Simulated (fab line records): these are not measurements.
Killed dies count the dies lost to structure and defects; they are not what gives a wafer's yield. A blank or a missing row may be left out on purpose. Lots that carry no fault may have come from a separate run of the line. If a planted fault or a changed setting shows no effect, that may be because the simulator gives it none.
fab line records || flow ritCmos
record {"lots": 6, "wafers": 18, "lastDay": 7}
route steps=202 shown ACTIVE@2 M1@202
lots that met no fault: taken from a fault-free run of the same line
startH: hours from the record's opening day to when the first of the lot's shown wafers began || waitH: hours from the lot's prior step to this one || " unchanged from the row above || L1.1+2: one row covering several wafers at once || - no value present, or no start provided || * or withheld: withheld || < > ~ a bound
route shown NAME@n: a module of which the file shows steps, and the number in the route of the first || usual: the fault-free wafers' mean and standard deviation || same: alike in all rows || chamber/n: place in a boat || sites: each site's reading || _std_site: how widely they spread, as a standard deviation || _edge_site: the outer-site mean with the inner-site mean subtracted || radiusMm: how far each site lies from the wafer's centre || mask NAME#n: copy n || behind: the tool/chamber that last shaped the wafer || hold: what put the lot on hold/how long, in hours/how the hold closed || device: which transistor (n, p or np) failed to switch || end of line: at the end of the route, the tests of the same wafers || where a step has no rows: the recipe by itself || killed: not the wafer's yield, but the dies lost to structure and defects at the first sort || map: shows each die of a wafer: x if killed, . if not, _ if none is there
set.NAME: the setting that was run; set.NAME@STEP: the one run at that earlier step || model.NAME: the simulator's own value behind a step, which no gauge read
lots at selected steps of the route; one table per step, one row per wafer
services: a tool's chamber out of use, with start hour (startH, from the record's first day; less than 0 if before it), hours out, and reason
## steps
# step RIT_ACTIVE_OXIDATION_01
# recipe {"tempC": 1000, "ambient": "O2", "targetThkA": 468, "oxTimeS": 3360}
# step RIT_ACTIVE_THK_MEAS_02
# recipe {"reads": "SiO2_of_ACTIVE_OXIDATION_01"}
# usual {"ACTIVE_OXIDE_THK": "46.6/0.81"}
{"lot.wafer": "L918.1", "tool": "filmMetro-04", "chamber": "-", "startH": 22.05, "waitH": 0.0, "ACTIVE_OXIDE_THK[nm]": 46.8}
{"lot.wafer": "L918.4", "tool": "filmMetro-04", "chamber": "-", "startH": 22.05, "waitH": 0.0, "ACTIVE_OXIDE_THK[nm]": 47.1}
{"lot.wafer": "L918.6", "tool": "filmMetro-04", "chamber": "-", "startH": 22.05, "waitH": 0.0, "ACTIVE_OXIDE_THK[nm]": 46.2}
{"lot.wafer": "L929.1", "tool": "filmMetro-04", "chamber": "-", "startH": 77.05, "waitH": 0.0, "ACTIVE_OXIDE_THK[nm]": 45.0}
{"lot.wafer": "L929.4", "tool": "filmMetro-04", "chamber": "-", "startH": 77.05, "waitH": 0.0, "ACTIVE_OXIDE_THK[nm]": 44.9}
{"lot.wafer": "L929.6", "tool": "filmMetro-04", "chamber": "-", "startH": 77.05, "waitH": 0.0, "ACTIVE_OXIDE_THK[nm]": 44.9}
{"lot.wafer": "L934.1", "tool": "filmMetro-03", "chamber": "-", "startH": 102.05, "waitH": 0.0, "ACTIVE_OXIDE_THK[nm]": 47.2}
{"lot.wafer": "L934.3", "tool": "filmMetro-03", "chamber": "-", "startH": 102.05, "waitH": 0.0, "ACTIVE_OXIDE_THK[nm]": 46.7}
{"lot.wafer": "L934.5", "tool": "filmMetro-03", "chamber": "-", "startH": 102.05, "waitH": 0.0, "ACTIVE_OXIDE_THK[nm]": 46.8}
{"lot.wafer": "L935.2", "tool": "filmMetro-04", "chamber": "-", "startH": 107.06, "waitH": 0.0, "ACTIVE_OXIDE_THK[nm]": 46.6}
{"lot.wafer": "L935.4", "tool": "filmMetro-04", "chamber": "-", "startH": 107.06, "waitH": 0.0, "ACTIVE_OXIDE_THK[nm]": 45.9}
{"lot.wafer": "L935.6", "tool": "filmMetro-04", "chamber": "-", "startH": 107.06, "waitH": 0.0, "ACTIVE_OXIDE_THK[nm]": 46.0}
{"lot.wafer": "L938.2", "tool": "filmMetro-02", "chamber": "-", "startH": 122.06, "waitH": 0.0, "ACTIVE_OXIDE_THK[nm]": 47.9}
{"lot.wafer": "L938.4", "tool": "filmMetro-02", "chamber": "-", "startH": 122.06, "waitH": 0.0, "ACTIVE_OXIDE_THK[nm]": 48.0}
{"lot.wafer": "L938.5", "tool": "filmMetro-02", "chamber": "-", "startH": 122.06, "waitH": 0.0, "ACTIVE_OXIDE_THK[nm]": 47.6}
{"lot.wafer": "L939.2", "tool": "filmMetro-03", "chamber": "-", "startH": 127.06, "waitH": 0.0, "ACTIVE_OXIDE_THK[nm]": 46.2}
{"lot.wafer": "L939.4", "tool": "filmMetro-03", "chamber": "-", "startH": 127.06, "waitH": 0.0, "ACTIVE_OXIDE_THK[nm]": 45.8}
{"lot.wafer": "L939.6", "tool": "filmMetro-03", "chamber": "-", "startH": 127.06, "waitH": 0.0, "ACTIVE_OXIDE_THK[nm]": 45.4}
# step RIT_ACTIVE_CVD_03
# recipe {"material": "Si3N4", "targetThkNm": 150, "tempC": 810, "precursor": "SiH2Cl2/NH3", "timeS": 1500, "pressureMtorr": 300, "sih2cl2FlowSccm": 60, "nh3FlowSccm": 150}
# step RIT_ACTIVE_THK_MEAS_04
# recipe {"reads": "Si3N4_of_ACTIVE_CVD_03"}
# usual {"ACTIVE_NITRIDE_THK": "150.2/1.4"}
{"lot.wafer": "L918.1", "tool": "filmMetro-02", "chamber": "-", "startH": 23.57, "waitH": 0.0, "ACTIVE_NITRIDE_THK[nm]": 152.0}
{"lot.wafer": "L918.4", "tool": "filmMetro-02", "chamber": "-", "startH": 23.57, "waitH": 0.0, "ACTIVE_NITRIDE_THK[nm]": 150.6}
{"lot.wafer": "L918.6", "tool": "filmMetro-02", "chamber": "-", "startH": 23.57, "waitH": 0.0, "ACTIVE_NITRIDE_THK[nm]": 150.3}
{"lot.wafer": "L929.1", "tool": "filmMetro-04", "chamber": "-", "startH": 78.53, "waitH": 0.0, "ACTIVE_NITRIDE_THK[nm]": 147.8}
{"lot.wafer": "L929.4", "tool": "filmMetro-04", "chamber": "-", "startH": 78.53, "waitH": 0.0, "ACTIVE_NITRIDE_THK[nm]": 148.4}
{"lot.wafer": "L929.6", "tool": "filmMetro-04", "chamber": "-", "startH": 78.53, "waitH": 0.0, "ACTIVE_NITRIDE_THK[nm]": 147.6}
{"lot.wafer": "L934.1", "tool": "filmMetro-03", "chamber": "-", "startH": 104.24, "waitH": 0.0, "ACTIVE_NITRIDE_THK[nm]": 151.4}
{"lot.wafer": "L934.3", "tool": "filmMetro-03", "chamber": "-", "startH": 104.24, "waitH": 0.0, "ACTIVE_NITRIDE_THK[nm]": 151.0}
{"lot.wafer": "L934.5", "tool": "filmMetro-03", "chamber": "-", "startH": 104.24, "waitH": 0.0, "ACTIVE_NITRIDE_THK[nm]": 152.2}
{"lot.wafer": "L935.2", "tool": "filmMetro-03", "chamber": "-", "startH": 108.54, "waitH": 0.0, "ACTIVE_NITRIDE_THK[nm]": 150.6}
{"lot.wafer": "L935.4", "tool": "filmMetro-03", "chamber": "-", "startH": 108.54, "waitH": 0.0, "ACTIVE_NITRIDE_THK[nm]": 149.7}
{"lot.wafer": "L935.6", "tool": "filmMetro-03", "chamber": "-", "startH": 108.54, "waitH": 0.0, "ACTIVE_NITRIDE_THK[nm]": 148.9}
{"lot.wafer": "L938.2", "tool": "filmMetro-04", "chamber": "-", "startH": 123.54, "waitH": 0.0, "ACTIVE_NITRIDE_THK[nm]": 151.0}
{"lot.wafer": "L938.4", "tool": "filmMetro-04", "chamber": "-", "startH": 123.54, "waitH": 0.0, "ACTIVE_NITRIDE_THK[nm]": 151.0}
{"lot.wafer": "L938.5", "tool": "filmMetro-04", "chamber": "-", "startH": 123.54, "waitH": 0.0, "ACTIVE_NITRIDE_THK[nm]": 152.2}
{"lot.wafer": "L939.2", "tool": "filmMetro-02", "chamber": "-", "startH": 128.54, "waitH": 0.0, "ACTIVE_NITRIDE_THK[nm]": 150.0}
{"lot.wafer": "L939.4", "tool": "filmMetro-02", "chamber": "-", "startH": 128.54, "waitH": 0.0, "ACTIVE_NITRIDE_THK[nm]": 150.4}
{"lot.wafer": "L939.6", "tool": "filmMetro-02", "chamber": "-", "startH": 128.54, "waitH": 0.0, "ACTIVE_NITRIDE_THK[nm]": 151.2}
# step RIT_ACTIVE_HMDS_05
# recipe {"primeTimeS": 60, "primeTempC": 140}
# step RIT_ACTIVE_COAT_06
# recipe {"resist": "NOVOLAK", "spinRpm": 3250, "resistThkNm": 1000}
# step RIT_ACTIVE_SOFTBAKE_07
# recipe {"resist": "NOVOLAK", "tempC": 90, "timeS": 60}
# step RIT_ACTIVE_EXPOSE_08
# recipe {"maskId": "M1", "na": 0.6, "sourceShape": "conventional", "sigmaOuter": 0.6, "targetCdNm": 1400, "doseMj": 225}
# step RIT_ACTIVE_PEB_09
# recipe {"resist": "NOVOLAK", "tempC": "withheld", "timeS": "withheld"}
# step RIT_ACTIVE_DEVELOP_10
# recipe {"resist": "NOVOLAK", "developTimeS": 50, "devTempC": 23}
# step RIT_ACTIVE_CD_MEAS_11
# recipe {"targetCdNm": 1400}
# usual {"cdNm": "1400.5/2.3"}
{"lot.wafer": "L918.1", "tool": "cdSem-01", "chamber": "-", "startH": 24.48, "waitH": "-", "cdNm": 1399.1}
{"lot.wafer": "L918.4", "tool": "cdSem-01", "chamber": "-", "startH": 24.48, "waitH": "-", "cdNm": 1399.1}
{"lot.wafer": "L918.6", "tool": "cdSem-01", "chamber": "-", "startH": 24.48, "waitH": "-", "cdNm": 1398.4}
{"lot.wafer": "L929.1", "tool": "cdSem-01", "chamber": "-", "startH": 79.44, "waitH": "-", "cdNm": 1398.7}
{"lot.wafer": "L929.4", "tool": "cdSem-01", "chamber": "-", "startH": 79.44, "waitH": "-", "cdNm": 1399.0}
{"lot.wafer": "L929.6", "tool": "cdSem-01", "chamber": "-", "startH": 79.44, "waitH": "-", "cdNm": 1399.3}
{"lot.wafer": "L934.1", "tool": "cdSem-01", "chamber": "-", "startH": 105.15, "waitH": "-", "cdNm": 1400.6}
{"lot.wafer": "L934.3", "tool": "cdSem-01", "chamber": "-", "startH": 105.15, "waitH": "-", "cdNm": 1400.0}
{"lot.wafer": "L934.5", "tool": "cdSem-01", "chamber": "-", "startH": 105.15, "waitH": "-", "cdNm": 1399.8}
{"lot.wafer": "L935.2", "tool": "cdSem-02", "chamber": "-", "startH": 109.58, "waitH": "-", "cdNm": 1399.8}
{"lot.wafer": "L935.4", "tool": "cdSem-02", "chamber": "-", "startH": 109.58, "waitH": "-", "cdNm": 1400.2}
{"lot.wafer": "L935.6", "tool": "cdSem-02", "chamber": "-", "startH": 109.58, "waitH": "-", "cdNm": 1398.1}
{"lot.wafer": "L938.2", "tool": "cdSem-01", "chamber": "-", "startH": 124.67, "waitH": "-", "cdNm": 1399.9}
{"lot.wafer": "L938.4", "tool": "cdSem-01", "chamber": "-", "startH": 124.67, "waitH": "-", "cdNm": 1398.6}
{"lot.wafer": "L938.5", "tool": "cdSem-01", "chamber": "-", "startH": 124.67, "waitH": "-", "cdNm": 1399.3}
{"lot.wafer": "L939.2", "tool": "cdSem-01", "chamber": "-", "startH": 129.58, "waitH": "-", "cdNm": 1401.8}
{"lot.wafer": "L939.4", "tool": "cdSem-01", "chamber": "-", "startH": 129.58, "waitH": "-", "cdNm": 1401.4}
{"lot.wafer": "L939.6", "tool": "cdSem-01", "chamber": "-", "startH": 129.58, "waitH": "-", "cdNm": 1401.6}
# step RIT_ACTIVE_HARDBAKE_12
# recipe {"resist": "NOVOLAK", "tempC": 140, "timeS": 60}
# step RIT_ACTIVE_ETCH_13
# recipe {"stopOn": "SiO2", "chemistry": "SF6", "target": "Si3N4", "timeS": 210, "overEtchFrac": 0.4, "SF6_flow_sccm": 200, "pressureMtorr": 260, "rfW": 125, "targetDepthA": 2100}
# usual {"chamberPressureMTorr": "260.00/0.22", "drypumpMotorCurrentA": "5.9/0.36", "oesProductAu": "0.823/0.015", "throttleValvePct": "7.44/0.094"}
{"lot.wafer": "L918.1", "tool": "rieDiel-04", "chamber": 0, "startH": 24.75, "waitH": 0.1, "chamberPressureMTorr": 260.03, "drypumpMotorCurrentA": 5.9, "oesProductAu": 0.834, "rfHoursCounterH": 121, "throttleValvePct": 7.49}
{"lot.wafer": "L918.4", "tool": "rieDiel-04", "chamber": 1, "startH": 24.75, "waitH": 0.1, "chamberPressureMTorr": 259.75, "drypumpMotorCurrentA": 6.1, "oesProductAu": 0.819, "rfHoursCounterH": 115, "throttleValvePct": 7.54}
{"lot.wafer": "L918.6", "tool": "rieDiel-04", "chamber": 0, "startH": 24.75, "waitH": 0.1, "chamberPressureMTorr": 259.76, "drypumpMotorCurrentA": 5.9, "oesProductAu": 0.826, "rfHoursCounterH": "-", "throttleValvePct": 7.48}
{"lot.wafer": "L929.1", "tool": "rieDiel-02", "chamber": 2, "startH": 79.71, "waitH": 0.1, "chamberPressureMTorr": 259.90, "drypumpMotorCurrentA": 5.4, "oesProductAu": 0.791, "rfHoursCounterH": 148, "throttleValvePct": 7.47}
{"lot.wafer": "L929.4", "tool": "rieDiel-02", "chamber": 0, "startH": 79.71, "waitH": 0.1, "chamberPressureMTorr": 259.78, "drypumpMotorCurrentA": 6.4, "oesProductAu": 0.816, "rfHoursCounterH": 138, "throttleValvePct": 7.44}
{"lot.wafer": "L929.6", "tool": "rieDiel-02", "chamber": 1, "startH": 79.71, "waitH": 0.1, "chamberPressureMTorr": 260.30, "drypumpMotorCurrentA": 5.8, "oesProductAu": 0.822, "rfHoursCounterH": "-", "throttleValvePct": 7.21}
{"lot.wafer": "L934.1", "tool": "rieDiel-03", "chamber": 3, "startH": 105.42, "waitH": 0.1, "chamberPressureMTorr": 259.98, "drypumpMotorCurrentA": 5.7, "oesProductAu": 0.811, "rfHoursCounterH": 122, "throttleValvePct": 7.35}
{"lot.wafer": "L934.3", "tool": "rieDiel-03", "chamber": 2, "startH": 105.42, "waitH": 0.1, "chamberPressureMTorr": 259.99, "drypumpMotorCurrentA": 6.7, "oesProductAu": 0.815, "rfHoursCounterH": 51, "throttleValvePct": 7.47}
{"lot.wafer": "L934.5", "tool": "rieDiel-03", "chamber": 0, "startH": 105.42, "waitH": 0.1, "chamberPressureMTorr": 260.19, "drypumpMotorCurrentA": 5.7, "oesProductAu": 0.835, "rfHoursCounterH": "-", "throttleValvePct": 7.47}
{"lot.wafer": "L935.2", "tool": "rieDiel-02", "chamber": 1, "startH": 109.83, "waitH": 0.1, "chamberPressureMTorr": 259.91, "drypumpMotorCurrentA": 5.9, "oesProductAu": 0.827, "rfHoursCounterH": 54, "throttleValvePct": 7.22}
{"lot.wafer": "L935.4", "tool": "rieDiel-02", "chamber": 3, "startH": 109.83, "waitH": 0.1, "chamberPressureMTorr": 259.88, "drypumpMotorCurrentA": 5.5, "oesProductAu": 0.829, "rfHoursCounterH": 97, "throttleValvePct": 7.60}
{"lot.wafer": "L935.6", "tool": "rieDiel-02", "chamber": 2, "startH": 109.83, "waitH": 0.1, "chamberPressureMTorr": 259.92, "drypumpMotorCurrentA": 5.4, "oesProductAu": 0.792, "rfHoursCounterH": "-", "throttleValvePct": 7.45}
{"lot.wafer": "L938.2", "tool": "rieDiel-04", "chamber": 3, "startH": 124.92, "waitH": 0.1, "chamberPressureMTorr": 208.22, "drypumpMotorCurrentA": 5.8, "oesProductAu": 0.849, "rfHoursCounterH": 60, "throttleValvePct": 7.44}
{"lot.wafer": "L938.4", "tool": "rieDiel-04", "chamber": 2, "startH": 124.92, "waitH": 0.1, "chamberPressureMTorr": 259.98, "drypumpMotorCurrentA": 5.6, "oesProductAu": 0.836, "rfHoursCounterH": 109, "throttleValvePct": 7.40}
{"lot.wafer": "L938.5", "tool": "rieDiel-04", "chamber": 1, "startH": 124.92, "waitH": 0.1, "chamberPressureMTorr": 260.29, "drypumpMotorCurrentA": 6.1, "oesProductAu": 0.816, "rfHoursCounterH": "-", "throttleValvePct": 7.54}
{"lot.wafer": "L939.2", "tool": "rieDiel-04", "chamber": 3, "startH": 129.83, "waitH": 0.1, "chamberPressureMTorr": 208.25, "drypumpMotorCurrentA": 5.8, "oesProductAu": 0.852, "rfHoursCounterH": 60, "throttleValvePct": 7.43}
{"lot.wafer": "L939.4", "tool": "rieDiel-04", "chamber": 2, "startH": 129.83, "waitH": 0.1, "chamberPressureMTorr": 259.76, "drypumpMotorCurrentA": 5.7, "oesProductAu": 0.848, "rfHoursCounterH": 109, "throttleValvePct": 7.39}
{"lot.wafer": "L939.6", "tool": "rieDiel-04", "chamber": 1, "startH": 129.83, "waitH": 0.1, "chamberPressureMTorr": 260.04, "drypumpMotorCurrentA": 6.1, "oesProductAu": 0.817, "rfHoursCounterH": "-", "throttleValvePct": 7.52}
# step RIT_ACTIVE_STRIP_14
# recipe {"chemistry": "O2", "timeS": 180, "resist": "NOVOLAK", "platenTempC": "withheld", "powerW": 500, "pressureMtorr": 4000, "o2FlowSccm": 4000}
# usual {"drypumpMotorCurrentA": "5.6/0.39", "rfReflPowerW": "7.6/1.5"}
{"lot.wafer": "L918.1", "tool": "plasmaAsher-02", "chamber": 1, "startH": 24.89, "waitH": 0.1, "drypumpMotorCurrentA": 5.5, "rfHoursCounterH": 37, "rfReflPowerW": 9.0}
{"lot.wafer": "L918.4", "tool": "plasmaAsher-02", "chamber": 1, "startH": 24.89, "waitH": 0.1, "drypumpMotorCurrentA": 5.5, "rfHoursCounterH": "-", "rfReflPowerW": 9.2}
{"lot.wafer": "L918.6", "tool": "plasmaAsher-02", "chamber": 0, "startH": 24.89, "waitH": 0.1, "drypumpMotorCurrentA": 5.2, "rfHoursCounterH": "-", "rfReflPowerW": 6.6}
{"lot.wafer": "L929.1", "tool": "plasmaAsher-02", "chamber": 0, "startH": 79.84, "waitH": 0.1, "drypumpMotorCurrentA": 5.2, "rfHoursCounterH": 44, "rfReflPowerW": 6.3}
{"lot.wafer": "L929.4", "tool": "plasmaAsher-02", "chamber": 0, "startH": 79.84, "waitH": 0.1, "drypumpMotorCurrentA": 5.2, "rfHoursCounterH": "-", "rfReflPowerW": 6.3}
{"lot.wafer": "L929.6", "tool": "plasmaAsher-02", "chamber": 1, "startH": 79.84, "waitH": 0.1, "drypumpMotorCurrentA": 5.5, "rfHoursCounterH": "-", "rfReflPowerW": 8.9}
{"lot.wafer": "L934.1", "tool": "plasmaAsher-03", "chamber": 1, "startH": 105.55, "waitH": 0.1, "drypumpMotorCurrentA": 5.5, "rfHoursCounterH": 34, "rfReflPowerW": 6.2}
{"lot.wafer": "L934.3", "tool": "plasmaAsher-03", "chamber": 0, "startH": 105.55, "waitH": 0.1, "drypumpMotorCurrentA": 6.3, "rfHoursCounterH": "-", "rfReflPowerW": 9.5}
{"lot.wafer": "L934.5", "tool": "plasmaAsher-03", "chamber": 0, "startH": 105.55, "waitH": 0.1, "drypumpMotorCurrentA": 6.3, "rfHoursCounterH": "-", "rfReflPowerW": 9.5}
{"lot.wafer": "L935.2", "tool": "plasmaAsher-03", "chamber": 0, "startH": 109.97, "waitH": 0.1, "drypumpMotorCurrentA": 6.3, "rfHoursCounterH": 34, "rfReflPowerW": 9.7}
{"lot.wafer": "L935.4", "tool": "plasmaAsher-03", "chamber": 0, "startH": 109.97, "waitH": 0.1, "drypumpMotorCurrentA": 6.3, "rfHoursCounterH": "-", "rfReflPowerW": 9.6}
{"lot.wafer": "L935.6", "tool": "plasmaAsher-03", "chamber": 0, "startH": 109.97, "waitH": 0.1, "drypumpMotorCurrentA": 6.3, "rfHoursCounterH": "-", "rfReflPowerW": 9.9}
{"lot.wafer": "L938.2", "tool": "plasmaAsher-02", "chamber": 1, "startH": 125.05, "waitH": 0.1, "drypumpMotorCurrentA": 5.5, "rfHoursCounterH": 1, "rfReflPowerW": 9.0}
{"lot.wafer": "L938.4", "tool": "plasmaAsher-02", "chamber": 1, "startH": 125.05, "waitH": 0.1, "drypumpMotorCurrentA": 5.5, "rfHoursCounterH": "-", "rfReflPowerW": 8.7}
{"lot.wafer": "L938.5", "tool": "plasmaAsher-02", "chamber": 0, "startH": 125.05, "waitH": 0.1, "drypumpMotorCurrentA": 5.2, "rfHoursCounterH": "-", "rfReflPowerW": 6.4}
{"lot.wafer": "L939.2", "tool": "plasmaAsher-02", "chamber": 1, "startH": 129.97, "waitH": 0.1, "drypumpMotorCurrentA": 5.5, "rfHoursCounterH": 2, "rfReflPowerW": 8.8}
{"lot.wafer": "L939.4", "tool": "plasmaAsher-02", "chamber": 1, "startH": 129.97, "waitH": 0.1, "drypumpMotorCurrentA": 5.5, "rfHoursCounterH": "-", "rfReflPowerW": 8.9}
{"lot.wafer": "L939.6", "tool": "plasmaAsher-02", "chamber": 1, "startH": 129.97, "waitH": 0.1, "drypumpMotorCurrentA": 5.5, "rfHoursCounterH": "-", "rfReflPowerW": 9.0}
# step RIT_M1_PROBE_99
# usual {"killedAtContacts": "0.1/0.23", "killedAtFrontEnd": "7/3.1", "killedDies": "7/3.1", "killedOpen": "3.4/2.1", "killedShort": "3.5/2"}
# same {"grossDies": 264, "killed_at_M0_to_M3": 0, "killed_at_M4_up": 0, "killedAtBackSide": 0, "killedAtOther": 0}
{"lot.wafer": "L918.1", "tool": "prober-02", "chamber": "-", "startH": 70.05, "waitH": 0.1, "killedAtContacts": 1, "killedAtFrontEnd": 4, "killedDies": 5, "killedOpen": 2, "killedShort": 3}
{"lot.wafer": "L918.4", "tool": "prober-02", "chamber": "-", "startH": 70.20, "waitH": 0.2, "killedAtContacts": 0, "killedAtFrontEnd": 1, "killedDies": 1, "killedOpen": 0, "killedShort": 1}
{"lot.wafer": "L918.6", "tool": "prober-02", "chamber": "-", "startH": 70.30, "waitH": 0.2, "killedAtContacts": 0, "killedAtFrontEnd": 4, "killedDies": 4, "killedOpen": 1, "killedShort": 3}
{"lot.wafer": "L929.1", "tool": "prober-02", "chamber": "-", "startH": 123.58, "waitH": 0.1, "killedAtContacts": 0, "killedAtFrontEnd": 3, "killedDies": 3, "killedOpen": 2, "killedShort": 1}
{"lot.wafer": "L929.4", "tool": "prober-02", "chamber": "-", "startH": 123.73, "waitH": 0.2, "killedAtContacts": 0, "killedAtFrontEnd": 4, "killedDies": 4, "killedOpen": 1, "killedShort": 3}
{"lot.wafer": "L929.6", "tool": "prober-02", "chamber": "-", "startH": 123.83, "waitH": 0.2, "killedAtContacts": 0, "killedAtFrontEnd": 6, "killedDies": 6, "killedOpen": 5, "killedShort": 1}
{"lot.wafer": "L934.1", "tool": "prober-01", "chamber": "-", "startH": 147.03, "waitH": 0.1, "killedAtContacts": 0, "killedAtFrontEnd": 4, "killedDies": 4, "killedOpen": 1, "killedShort": 3}
{"lot.wafer": "L934.3", "tool": "prober-01", "chamber": "-", "startH": 147.13, "waitH": 0.2, "killedAtContacts": 0, "killedAtFrontEnd": 4, "killedDies": 4, "killedOpen": 2, "killedShort": 2}
{"lot.wafer": "L934.5", "tool": "prober-01", "chamber": "-", "startH": 147.23, "waitH": 0.2, "killedAtContacts": 0, "killedAtFrontEnd": 9, "killedDies": 9, "killedOpen": 6, "killedShort": 3}
{"lot.wafer": "L939.2", "tool": "prober-02", "chamber": "-", "startH": 174.39, "waitH": 0.1, "killedAtContacts": 1, "killedAtFrontEnd": 4, "killedDies": 5, "killedOpen": 2, "killedShort": 3}
{"lot.wafer": "L939.4", "tool": "prober-02", "chamber": "-", "startH": 174.49, "waitH": 0.2, "killedAtContacts": 0, "killedAtFrontEnd": 6, "killedDies": 6, "killedOpen": 4, "killedShort": 2}
{"lot.wafer": "L939.6", "tool": "prober-02", "chamber": "-", "startH": 174.59, "waitH": 0.2, "killedAtContacts": 0, "killedAtFrontEnd": 4, "killedDies": 4, "killedOpen": 1, "killedShort": 3}
# killed by level:class
L918.1 FOX1:geometricParticle:open=1 GATE:geometricParticle:open=1 GATE:geometricParticle:short=1 SPACER:geometricParticle:short=1 CONTACT:geometricParticle:short=1
L918.4 FOX1:geometricParticle:short=1
L918.6 GATE:geometricParticle:short=1 REOX:geometricParticle:open=1 SPACER:geometricParticle:short=1 SILICIDE:geometricParticle:short=1
L929.1 GATE:geometricParticle:open=2 GATE:geometricParticle:short=1
L929.4 FOX1:geometricParticle:short=1 GATE:geometricParticle:open=1 REOX:geometricParticle:short=1 SPACER:geometricParticle:short=1
L929.6 FOX1:geometricParticle:open=2 GATE:geometricParticle:open=2 SPACER:geometricParticle:short=1 SILICIDE:geometricParticle:open=1
L934.1 GATE:geometricParticle:short=1 SPACER:geometricParticle:open=1 SPACER:geometricParticle:short=1 SILICIDE:geometricParticle:short=1
L934.3 FOX1:geometricParticle:open=1 GATE:geometricParticle:open=1 GATE:geometricParticle:short=1 SILICIDE:geometricParticle:short=1
L934.5 GATE:geometricParticle:short=3 SPACER:geometricParticle:open=2 FOX1:geometricParticle:open=1 GATE:geometricParticle:open=1 REOX:geometricParticle:open=1 SILICIDE:geometricParticle:open=1
L939.2 FOX1:geometricParticle:short=1 GATE:geometricParticle:open=1 REOX:geometricParticle:short=1 SILICIDE:geometricParticle:short=1 CONTACT:geometricParticle:open=1
L939.4 GATE:geometricParticle:open=3 REOX:geometricParticle:short=1 SPACER:geometricParticle:open=1 SILICIDE:geometricParticle:short=1
L939.6 SILICIDE:geometricParticle:short=2 FOX1:geometricParticle:short=1 SILICIDE:geometricParticle:open=1
## services
{"tool": "rieDiel-02", "chamber": 3, "startH": 7.21, "hours": 1.9, "kind": "repair"}
{"tool": "rieDiel-04", "chamber": "-", "startH": 28.55, "hours": 2.8, "kind": "pm"}
{"tool": "rieDiel-02", "chamber": 2, "startH": 48.25, "hours": 9.4, "kind": "repair"}
{"tool": "rieDiel-02", "chamber": "-", "startH": 62.39, "hours": 2.6, "kind": "repair"}
{"tool": "plasmaAsher-02", "chamber": "-", "startH": 69.46, "hours": 7.5, "kind": "repair"}
{"tool": "rieDiel-04", "chamber": 2, "startH": 81.07, "hours": 4.4, "kind": "repair"}
{"tool": "plasmaAsher-03", "chamber": "-", "startH": 93.85, "hours": 2.8, "kind": "pm"}
{"tool": "rieDiel-03", "chamber": 1, "startH": 99.89, "hours": "-", "kind": "clean"}
{"tool": "rieDiel-03", "chamber": 1, "startH": 99.89, "hours": 15.5, "kind": "scheduledDown"}
{"tool": "rieDiel-03", "chamber": 1, "startH": 99.89, "hours": 15.5, "kind": "ventCycle"}
{"tool": "rieDiel-04", "chamber": "-", "startH": 103.65, "hours": 0.6, "kind": "repair"}
{"tool": "rieDiel-03", "chamber": "-", "startH": 106.14, "hours": 1.3, "kind": "repair"}
{"tool": "plasmaAsher-02", "chamber": "-", "startH": 108.75, "hours": 9.0, "kind": "pm"}
{"tool": "plasmaAsher-02", "chamber": 0, "startH": 108.75, "hours": 9.0, "kind": "ventCycle"}
{"tool": "plasmaAsher-02", "chamber": 1, "startH": 108.75, "hours": 9.0, "kind": "ventCycle"}
{"tool": "plasmaAsher-02", "chamber": 0, "startH": 117.75, "hours": "-", "kind": "clean"}
{"tool": "plasmaAsher-02", "chamber": 1, "startH": 117.75, "hours": "-", "kind": "clean"}
{"tool": "rieDiel-03", "chamber": "-", "startH": 124.90, "hours": 0.2, "kind": "repair"}
## key
firstSign {"step": "RIT_ACTIVE_ETCH_13", "reading": "chamberPressureMTorr", "direction": "down", "sigmas": "99+", "usual": 260.00, "struck": 208.24}
effect none on later readings
metAt RIT_ACTIVE_ETCH_13
struckWafers L938.2,L939.2
testerLeftOut L938,L939
loopTrim {"step": "RIT_ACTIVE_EXPOSE_08", "setting": "dose", "lots": "L938,L939"}
fault {"kind": "processParameterDrift", "tool": "rieDiel-04", "chamber": 3, "onsetH": 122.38, "steps": "RIT_ACTIVE_ETCH_13", "channel": "pressureMtorr", "offset": -52, "shape": "step", "endH": 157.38, "actsIn": "theseRecipesOnly", "stated": 260}
# testerLeftOut: of these lots the tester's yield and bins aren't shown, on N5 and GAA mostly nor the transistor test; their killed dies are dies lost to structure and defects alone, not to doping, threshold or leakage, so they don't give the yield
# loopTrim: a control loop set the setting to another value than it would have without faults
